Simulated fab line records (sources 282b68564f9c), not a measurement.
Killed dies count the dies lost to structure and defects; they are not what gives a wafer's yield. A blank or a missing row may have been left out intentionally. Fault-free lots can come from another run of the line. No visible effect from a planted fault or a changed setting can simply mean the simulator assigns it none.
Split-lot trial | flow rit-cmos | 5 lots, 23 wafers read, on a route of 202 steps

== THE SPLIT ==
At RIT_PSD_SOFTBAKE_02 (time 60 s), the setting temp-c was moved away from the recipe's 90 C on 7 of the 23 wafers read, by -4.1% to -1.7%. This setting was run at the recipe's value on the other wafers.

== FROM THE SPLIT TO THE READING: what the file shows between them, 2 steps ==
- RIT_PSD_EXPOSE_03: exposes mask M10, target cd 40900 nm
- RIT_PSD_PEB_04

== THE READING ==
NOVOLAK_of_PSD_COAT_01.thk-nm (the simulator's own value, which no gauge read), in nm, at RIT_PSD_DEVELOP_05 (develop time 50 s). There is no usual value for it anywhere in the file. The 16 wafers here that ran the recipe average 1000.2 nm, standard deviation 2.8 nm.

wafer  | tool, chamber at the split | temp-c as run, C | against the recipe | NOVOLAK_of_PSD_COAT_01.thk-nm, nm | against lot-mates on the recipe
L078.2 | litho-track-02, 0          | 90               | recipe             | 1003                              | -
L078.4 | litho-track-02, 0          | 90               | recipe             | 1004                              | -
L078.6 | litho-track-02, 0          | 90               | recipe             | 1005                              | -
L079.2 | litho-track-01, 0          | 90               | recipe             | 995.2                             | -
L079.3 | litho-track-01, 0          | 90               | recipe             | 997.7                             | -
L079.4 | litho-track-01, 0          | 90               | recipe             | 997.6                             | -
L079.5 | litho-track-01, 0          | 90               | recipe             | 996.6                             | -
L079.6 | litho-track-01, 0          | 90               | recipe             | 996.2                             | -
L081.1 | litho-track-04, 0          | 88.37            | -1.8%              | 1002                              | +1.8
L081.2 | litho-track-04, 0          | 90               | recipe             | 999.5                             | -
L081.3 | litho-track-04, 0          | 90               | recipe             | 999                               | -
L081.5 | litho-track-04, 0          | 88.37            | -1.8%              | 1001                              | +0.8
L081.6 | litho-track-04, 0          | 90               | recipe             | 1002                              | -
L082.2 | litho-track-01, 0          | 86.32            | -4.1%              | 1008                              | +7.1
L082.3 | litho-track-01, 0          | 90               | recipe             | 999.7                             | -
L082.4 | litho-track-01, 0          | 90               | recipe             | 1001                              | -
L082.5 | litho-track-01, 0          | 90               | recipe             | 1002                              | -
L082.6 | litho-track-01, 0          | 86.32            | -4.1%              | 1009                              | +8.1
L084.1 | litho-track-04, 0          | 90               | recipe             | 1002                              | -
L084.2 | litho-track-04, 0          | 90               | recipe             | 1002                              | -
L084.4 | litho-track-04, 0          | 88.44            | -1.7%              | 1004                              | +2.0
L084.5 | litho-track-04, 0          | 88.44            | -1.7%              | 1006                              | +4.0
L084.6 | litho-track-04, 0          | 88.44            | -1.7%              | 1003                              | +1.0

THE FIT
A straight line over all 23 wafers: NOVOLAK_of_PSD_COAT_01.thk-nm changes by -1.95 nm for each +1% of temp-c; r = -0.70; the points scatter about the line by 2.6 nm.
The same after taking each lot's own level away (the mean of its wafers on the recipe; 23 wafers): -1.67 nm for each +1%; r = -0.89; scatter 1.1 nm.
That fit puts the effect of the largest move of temp-c on the reading at 6.8 nm.
The lots' own levels span 996.66 to 1004.00 nm, that is 2.6 times the standard deviation above.
So the lot-to-lot level blurs the effect unless lot-mates are compared.
Check: +6.43 nm against its lot-mates is what the line predicts for one of the wafers moved furthest among these (-4.1%) when that wafer is left out of the fit. It came out at +7.1 nm against them.

== OTHER SPLITS ON THESE WAFERS ==
Note: prior to the reading, these wafers also went through further splits. Each is held against what the fit with the lots' levels taken away leaves over:
other split on the same wafers       | wafers away from the commonest value | r with NOVOLAK_of_PSD_COAT_01.thk-nm (lot level and that fit taken away)
RIT_ACTIVE_OXIDATION_01 temp-c       | 10                                   | +0.28
RIT_ACTIVE_ETCH_13 time-s            | 6                                    | +0.06
RIT_NRETRO_COAT_01 resist-thk-nm     | 7                                    | -0.03
RIT_NRETRO_DEVELOP_05 develop-time-s | 7                                    | -0.09
RIT_GATE_CVD_08 sih4-flow-sccm       | 18                                   | +0.16
RIT_GATE_DEVELOP_15 dev-temp-c       | 10                                   | -0.19
RIT_REOX_OXIDATION_03 temp-c         | 18                                   | -0.04
RIT_NLDD_IMPLANT_08 energy-kev       | 12                                   | +0.07
RIT_PLDD_IMPLANT_08 dose-cm2         | 9                                    | +0.09
RIT_NSD_IMPLANT_08 dose-cm2          | 4                                    | -0.14

== FILE'S OWN FIT ==
NOVOLAK_of_PSD_COAT_01.thk-nm changes by -1.68 nm for each +1% of temp-c, r = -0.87.
